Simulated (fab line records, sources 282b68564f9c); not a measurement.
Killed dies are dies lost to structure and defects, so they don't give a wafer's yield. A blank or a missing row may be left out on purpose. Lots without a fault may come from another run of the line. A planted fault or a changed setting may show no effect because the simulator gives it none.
Which tool did it? | flow rit_cmos | 14 lots, 42 wafers sampled, at 2 steps of a route of 202

WHAT THE GAUGES READ, wafer by wafer
RIT_FOX1_THK_MEAS_01. Usual: FOX1_OXIDE_THK 354 nm, standard deviation 7.
lot  | measured    | on            | FOX1_OXIDE_THK (nm) | flag
L310 | day 1 17:15 | film_metro-02 | 353 355 361         |
L311 | day 2 00:34 | film_metro-04 | 346 346 349         |
L314 | day 2 17:53 | film_metro-02 | 345 345 342         |
L315 | day 2 22:13 | film_metro-01 | 346 347 348         |
L316 | day 3 04:15 | film_metro-04 | 366 363 363         |
L317 | day 3 10:22 | film_metro-04 | 338 347 337         |
L318 | day 3 10:54 | film_metro-04 | 354 354 358         |
L323 | day 4 13:32 | film_metro-04 | 355 362 362         |
L325 | day 4 22:58 | film_metro-02 | 362 354 354         |
L326 | day 5 02:39 | film_metro-04 | 387 390 390         | OFF
L328 | day 5 12:55 | film_metro-04 | 403 401 401         | OFF
L329 | day 5 16:32 | film_metro-01 | 358 361 356         |
L331 | day 6 03:15 | film_metro-04 | 354 352 342         |
L333 | day 6 15:32 | film_metro-01 | 354 354 358         |

WHICH TOOL RAN EACH LOT (tool, then ch and the chambers of the sampled wafers, then the start)
lot  | RIT_FOX1_OXIDATION_00
L310 | furnace-03 ch 0, day 1 15:56
L311 | furnace-04 ch 0, day 1 23:15
L314 | furnace-03 ch 0, day 2 16:34
L315 | furnace-03 ch 0, day 2 20:53
L316 | furnace-03 ch 0, day 3 02:56
L317 | furnace-01 ch 0, day 3 09:03
L318 | furnace-03 ch 0, day 3 09:34
L323 | furnace-03 ch 0, day 4 12:12
L325 | furnace-04 ch 0, day 4 21:39
L326 | furnace-04 ch 0, day 5 01:18
L328 | furnace-04 ch 0, day 5 11:35
L329 | furnace-03 ch 0, day 5 15:13
L331 | furnace-01 ch 0, day 6 01:56
L333 | furnace-03 ch 0, day 6 14:13
- RIT_FOX1_OXIDATION_00: target thk 350.7 nm, ox time 1130 s.

WHAT THE TOOLS THEMSELVES READ (means of the sampled wafers that have a number; where no wafer has one, the mark that the record gives instead)
RIT_FOX1_OXIDATION_00. Usual: spike_tc_centre_C 1103.5 C, standard deviation 1.2; spike_tc_load_C 1128.2 C, standard deviation 1.8; spike_tc_source_C 1124.0 C, standard deviation 2.8; tube_center_temp_C 1100 C, standard deviation 0.098; tube_center_temp_C_max 1102.8, standard deviation 0.42.
lot  | tool       | spike_tc_centre_C (C) | spike_tc_load_C (C) | spike_tc_source_C (C) | tube_center_temp_C (C) | tube_center_temp_C_max | flag
L310 | furnace-03 | 1103.6                | 1129.8              | 1121.4                | 1100                   | 1102.7                 |
L311 | furnace-04 | 1104.3                | 1127.8              | 1126.7                | 1100                   | 1103.2                 |
L314 | furnace-03 | 1103.1                | 1128.8              | 1121.6                | 1100                   | 1103.3                 |
L315 | furnace-03 | 1103.0                | 1129.6              | 1121.0                | 1100                   | 1102.4                 |
L316 | furnace-03 | 1103.0                | 1130.3              | 1120.8                | 1100                   | 1102.5                 |
L317 | furnace-01 | 1103.6                | 1125.8              | 1124.7                | 1100                   | 1103.5                 |
L318 | furnace-03 | 1102.2                | 1128.9              | 1121.5                | 1100                   | 1102.6                 |
L323 | furnace-03 | 1103.9                | 1129.5              | 1120.8                | 1100                   | 1102.8                 |
L325 | furnace-04 | 1103.8                | 1128.2              | 1125.9                | 1100                   | 1102.7                 |
L326 | furnace-04 | 1129.2                | 1153.3              | 1151.7                | 1125                   | 1127.6                 | OFF
L328 | furnace-04 | 1130.8                | 1153.1              | 1152.7                | 1125                   | 1127.9                 | OFF
L329 | furnace-03 | 1103.3                | 1130.9              | 1122.0                | 1100                   | 1102.7                 |
L331 | furnace-01 | 1102.0                | 1126.4              | 1124.9                | 1100                   | 1102.9                 |
L333 | furnace-03 | 1103.7                | 1130.0              | 1121.6                | 1100                   | 1103.0                 |

THE ANSWER, worked out from the rows above alone
Rule: a lot is off if the mean of its wafers that have a number lies more than 3 standard deviations from the usual mean. A lot without any number at a reading at which 4 lots or more have one is off too. The other lots that the step has rows for count as sound. The gauges are gone through in route order, then the tools' own readings, and for those a lot's mean is taken as printed above. The first step at which some lot is off is used, and at that step the reading that is off furthest; a lot without a number counts as furthest.
Off: L326, L328, at RIT_FOX1_THK_MEAS_01 (FOX1_OXIDE_THK).
A tool fits if, at a process step before that reading, it ran every lot that is off, and no sound lot after the first of them. The gauges at RIT_FOX1_THK_MEAS_01 aren't tried: what is off there is off at RIT_FOX1_OXIDATION_00 too, on other tools, and a gauge's error can't cause that. One fits: furnace-04 at RIT_FOX1_OXIDATION_00. Its last sound lot is L325 (day 4 21:39), its first lot that is off L326 (day 5 01:18): a fault that began between those two fits.
The tool's own readings at RIT_FOX1_OXIDATION_00 bear it out: on the lots that are off they differ by more than 5 times the standard deviation of the sound lots' means. spike_tc_centre_C reads 1130.0 C there against 1103.3 C on the sound lots; spike_tc_load_C reads 1153.2 C there against 1128.8 C on the sound lots; spike_tc_source_C reads 1152.2 C there against 1122.7 C on the sound lots; tube_center_temp_C reads 1125 C there against 1100 C on the sound lots; tube_center_temp_C_max reads 1127.8 there against 1102.9 on the sound lots.

WHAT THE SIMULATOR HAD PUT IN
Process parameter drift: furnace-04, from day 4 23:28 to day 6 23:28, at RIT_FOX1_OXIDATION_00. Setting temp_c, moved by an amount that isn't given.
Lots struck among those shown: L326, L328. The rule above found the same.
